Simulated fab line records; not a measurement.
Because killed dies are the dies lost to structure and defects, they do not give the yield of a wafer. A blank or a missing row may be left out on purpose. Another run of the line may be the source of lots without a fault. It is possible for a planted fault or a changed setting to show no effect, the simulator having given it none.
Shared-tool check    flow rit-cmos    42 wafers sampled across 14 lots

THE REASON FOR OPENING IT
At RIT_NSD_TW_MEAS_10 the reading NSD_TW is flagged on 2 of 14 lots. No-fault wafers: 3110, standard deviation 14.
Rule: a lot is flagged in two cases, either no wafer of it has a number, or all its wafers with numbers fall more than 4 standard deviations from that mean. The rest of the lots are taken to be sound.

lot   measured     on             NSD_TW, wafer by wafer  flag
L298  day 3 05:58  film-metro-02  3090 3088 3100          
L299  day 3 09:55  film-metro-03  3100 3105 3105          
L300  day 3 14:08  film-metro-02  3109 3093 3095          
L301  day 3 20:49  film-metro-04  3113 3118 3112          
L302  day 4 05:16  film-metro-03  3121 3118 3114          
L303  day 4 08:56  film-metro-04  2875 2877 2868          FLAGGED
L304  day 4 12:22  film-metro-04  3111 3113 3100          
L305  day 4 20:40  film-metro-02  2895 2886 2889          FLAGGED
L313  day 6 15:23  film-metro-03  3108 3099 3092          
L314  day 6 17:40  film-metro-02  3128 3125 3125          
L317  day 7 08:59  film-metro-04  3116 3095 3088          
L318  day 7 11:38  film-metro-03  3121 3110 3121          
L319  day 7 17:53  film-metro-02  3116 3098 3120          
L320  day 7 23:34  film-metro-02  3115 3118 3106          
Average over the flagged lots: 2882; offset from the usual -228, equal to -16 standard deviations.

TOOL THAT RAN EACH LOT
The record holds 1 process step before the reading, out of a route of 202 steps. Each cell gives the tool, then ch followed by the chambers the sampled wafers passed through, then the start.
lot   flag     RIT_NSD_IMPLANT_08
L298           implanter-03 ch 0, day 3 05:40
L299           implanter-04 ch 0, day 3 09:36
L300           implanter-03 ch 0, day 3 13:49
L301           implanter-04 ch 0, day 3 20:30
L302           implanter-03 ch 0, day 4 04:56
L303  FLAGGED  implanter-03 ch 0, day 4 08:38
L304           implanter-02 ch 0, day 4 12:03
L305  FLAGGED  implanter-03 ch 0, day 4 20:20
L313           implanter-04 ch 0, day 6 15:03
L314           implanter-04 ch 0, day 6 17:21
L317           implanter-03 ch 0, day 7 08:40
L318           implanter-04 ch 0, day 7 11:19
L319           implanter-04 ch 0, day 7 17:34
L320           implanter-03 ch 0, day 7 23:14
These steps, and what they do:
- RIT_NSD_IMPLANT_08
- RIT_NSD_TW_MEAS_10

FLAGGED OVER TOTAL, TOOL BY TOOL (the gauges that took the reading come last)
step                tool           lots run  flagged  share of the flagged lots  sound lots run after its first flagged lot
RIT_NSD_IMPLANT_08  implanter-02   1         0        none                       -
RIT_NSD_IMPLANT_08  implanter-03   7         2        all                        2 (L317,L320)
RIT_NSD_IMPLANT_08  implanter-04   6         0        none                       -
RIT_NSD_TW_MEAS_10  film-metro-02  6         1        some                       3 (L314,L319,L320)
RIT_NSD_TW_MEAS_10  film-metro-03  4         0        none                       -
RIT_NSD_TW_MEAS_10  film-metro-04  4         1        some                       2 (L304,L317)

WHAT THE TABLE PERMITS
1 row of the table ran every flagged lot: implanter-03 at RIT_NSD_IMPLANT_08.
- implanter-03 at RIT_NSD_IMPLANT_08 ran 7 lots, 2 of them flagged. Sound lots followed the first flagged one (L317, L320) on it, something a lasting fault affecting the whole tool could not allow. Its own readings (dose-ions-cm2, faraday-current-uA) fall more than 4 standard deviations out on all wafers of the flagged lots.
No row of the table ran every flagged lot and no sound lot after the first.

WHAT THE SIMULATOR HAD INSERTED
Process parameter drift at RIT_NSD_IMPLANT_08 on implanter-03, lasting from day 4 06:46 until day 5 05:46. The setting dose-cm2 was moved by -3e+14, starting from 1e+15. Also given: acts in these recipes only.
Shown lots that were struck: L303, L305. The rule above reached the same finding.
